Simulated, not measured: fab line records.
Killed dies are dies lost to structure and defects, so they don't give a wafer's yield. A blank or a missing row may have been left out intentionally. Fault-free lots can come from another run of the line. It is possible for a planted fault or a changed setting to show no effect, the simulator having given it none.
Split-lot trial / flow berkeley_cmos170 / 16 wafers read across 5 lots, on a route 331 steps long

## THE SPLIT
At UCB170_M1_METAL_ETCH_12 (etches Al in Cl2/BCl3, stops on PSG, target depth 780 nm, time 130 s), the setting time_s was moved away from the recipe's 130 s on 3 of the 16 wafers read, by +8.4% to +8.9%. The other wafers ran this setting at the recipe's value.

The reading comes from the split's own step.

## THE READING
KrF_of_M1_COAT_04.thk_nm (the simulator's own value, which no gauge read), in nm, at UCB170_M1_METAL_ETCH_12 (etches Al in Cl2/BCl3, stops on PSG, target depth 780 nm, time 130 s). The file gives no usual value for it. Here, 13 wafers ran the recipe; their average is 443.6 nm with a standard deviation of 10 nm.

wafer=L074.1; tool, chamber at the split=rie_metal-03, 0; time_s as run, s=130; against the recipe=recipe; KrF_of_M1_COAT_04.thk_nm, nm=452.1; against lot-mates on the recipe=-
wafer=L074.3; tool, chamber at the split=rie_metal-03, 1; time_s as run, s=130; against the recipe=recipe; KrF_of_M1_COAT_04.thk_nm, nm=442.5; against lot-mates on the recipe=-
wafer=L074.4; tool, chamber at the split=rie_metal-03, 0; time_s as run, s=141.6; against the recipe=+8.9%; KrF_of_M1_COAT_04.thk_nm, nm=408.9; against lot-mates on the recipe=-36.6
wafer=L074.5; tool, chamber at the split=rie_metal-03, 0; time_s as run, s=141.6; against the recipe=+8.9%; KrF_of_M1_COAT_04.thk_nm, nm=404.7; against lot-mates on the recipe=-40.8
wafer=L074.6; tool, chamber at the split=rie_metal-03, 1; time_s as run, s=130; against the recipe=recipe; KrF_of_M1_COAT_04.thk_nm, nm=441.9; against lot-mates on the recipe=-
wafer=L077.2; tool, chamber at the split=rie_metal-03, 1; time_s as run, s=130; against the recipe=recipe; KrF_of_M1_COAT_04.thk_nm, nm=435.8; against lot-mates on the recipe=-
wafer=L077.3; tool, chamber at the split=rie_metal-03, 1; time_s as run, s=130; against the recipe=recipe; KrF_of_M1_COAT_04.thk_nm, nm=434.2; against lot-mates on the recipe=-
wafer=L077.4; tool, chamber at the split=rie_metal-03, 0; time_s as run, s=140.9; against the recipe=+8.4%; KrF_of_M1_COAT_04.thk_nm, nm=400.1; against lot-mates on the recipe=-34.9
wafer=L080.1; tool, chamber at the split=rie_metal-04, 1; time_s as run, s=130; against the recipe=recipe; KrF_of_M1_COAT_04.thk_nm, nm=446.2; against lot-mates on the recipe=-
wafer=L080.3; tool, chamber at the split=rie_metal-04, 0; time_s as run, s=130; against the recipe=recipe; KrF_of_M1_COAT_04.thk_nm, nm=456.6; against lot-mates on the recipe=-
wafer=L080.5; tool, chamber at the split=rie_metal-04, 0; time_s as run, s=130; against the recipe=recipe; KrF_of_M1_COAT_04.thk_nm, nm=458.9; against lot-mates on the recipe=-
wafer=L085.2; tool, chamber at the split=rie_metal-03, 0; time_s as run, s=130; against the recipe=recipe; KrF_of_M1_COAT_04.thk_nm, nm=436.7; against lot-mates on the recipe=-
wafer=L085.3; tool, chamber at the split=rie_metal-03, 1; time_s as run, s=130; against the recipe=recipe; KrF_of_M1_COAT_04.thk_nm, nm=426.1; against lot-mates on the recipe=-
wafer=L085.5; tool, chamber at the split=rie_metal-03, 1; time_s as run, s=130; against the recipe=recipe; KrF_of_M1_COAT_04.thk_nm, nm=428.9; against lot-mates on the recipe=-
wafer=L083.4; tool, chamber at the split=rie_metal-04, 0; time_s as run, s=130; against the recipe=recipe; KrF_of_M1_COAT_04.thk_nm, nm=449.9; against lot-mates on the recipe=-
wafer=L083.6; tool, chamber at the split=rie_metal-04, 0; time_s as run, s=130; against the recipe=recipe; KrF_of_M1_COAT_04.thk_nm, nm=457.2; against lot-mates on the recipe=-

THE FIT
A straight line over all 16 wafers: KrF_of_M1_COAT_04.thk_nm changes by -4.45 nm for each +1% of time_s; r = -0.84; the points scatter about the line by 10 nm.
The same after taking each lot's own level away (the mean of its wafers on the recipe; 16 wafers): -4.28 nm for each +1%; r = -0.96; scatter 4.3 nm.
Per that fit: largest time_s move, reading shift of 38 nm.
Across the lots, their own levels run from 430.57 to 453.90 nm, a range of 2.2 times the standard deviation given above.
So the lot-to-lot level changes the slope little: the two slopes agree.
Check: for one of the wafers moved furthest among these (+8.9%), held out of the fit, the line's prediction against its lot-mates is -39.1 nm. It came out at -36.6 nm against them.

## ADDITIONAL SPLITS CARRIED BY THESE WAFERS
Before the reading, these wafers also passed through other splits. Each is held against what the fit with the lots' levels taken away leaves over:
other split on the same wafers=UCB170_NWELL_IMPLANT_14 energy_kev; wafers away from the commonest value=4; r with KrF_of_M1_COAT_04.thk_nm (lot level and that fit taken away)=+0.04
other split on the same wafers=UCB170_ACTIVE_OXIDATION_02 ox_time_s; wafers away from the commonest value=11; r with KrF_of_M1_COAT_04.thk_nm (lot level and that fit taken away)=+0.00
other split on the same wafers=UCB170_PFIELD_IMPLANT_07 dose_cm2; wafers away from the commonest value=7; r with KrF_of_M1_COAT_04.thk_nm (lot level and that fit taken away)=-0.08
other split on the same wafers=UCB170_PLDD_EXPOSE_03 dose_mj; wafers away from the commonest value=6; r with KrF_of_M1_COAT_04.thk_nm (lot level and that fit taken away)=+0.15
other split on the same wafers=UCB170_PLDD_DEVELOP_05 dev_temp_c; wafers away from the commonest value=7; r with KrF_of_M1_COAT_04.thk_nm (lot level and that fit taken away)=-0.10
other split on the same wafers=UCB170_NLDD_EXPOSE_03 dose_mj; wafers away from the commonest value=4; r with KrF_of_M1_COAT_04.thk_nm (lot level and that fit taken away)=+0.21
other split on the same wafers=UCB170_PSD_EXPOSE_03 dose_mj; wafers away from the commonest value=6; r with KrF_of_M1_COAT_04.thk_nm (lot level and that fit taken away)=+0.03
other split on the same wafers=UCB170_PSD_PEB_04 peb_temp_c; wafers away from the commonest value=1; r with KrF_of_M1_COAT_04.thk_nm (lot level and that fit taken away)=-0.50
other split on the same wafers=UCB170_CONTACT_COAT_10 spin_rpm; wafers away from the commonest value=6; r with KrF_of_M1_COAT_04.thk_nm (lot level and that fit taken away)=-0.41
other split on the same wafers=UCB170_M1_SPUTTER_00 power_w; wafers away from the commonest value=2; r with KrF_of_M1_COAT_04.thk_nm (lot level and that fit taken away)=+0.39
other split on the same wafers=UCB170_M1_EXPOSE_06 dose_mj; wafers away from the commonest value=4; r with KrF_of_M1_COAT_04.thk_nm (lot level and that fit taken away)=-0.19

## THE FILE'S OWN FIT
KrF_of_M1_COAT_04.thk_nm changes by -4.28 nm for each +1% of time_s, r = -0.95.
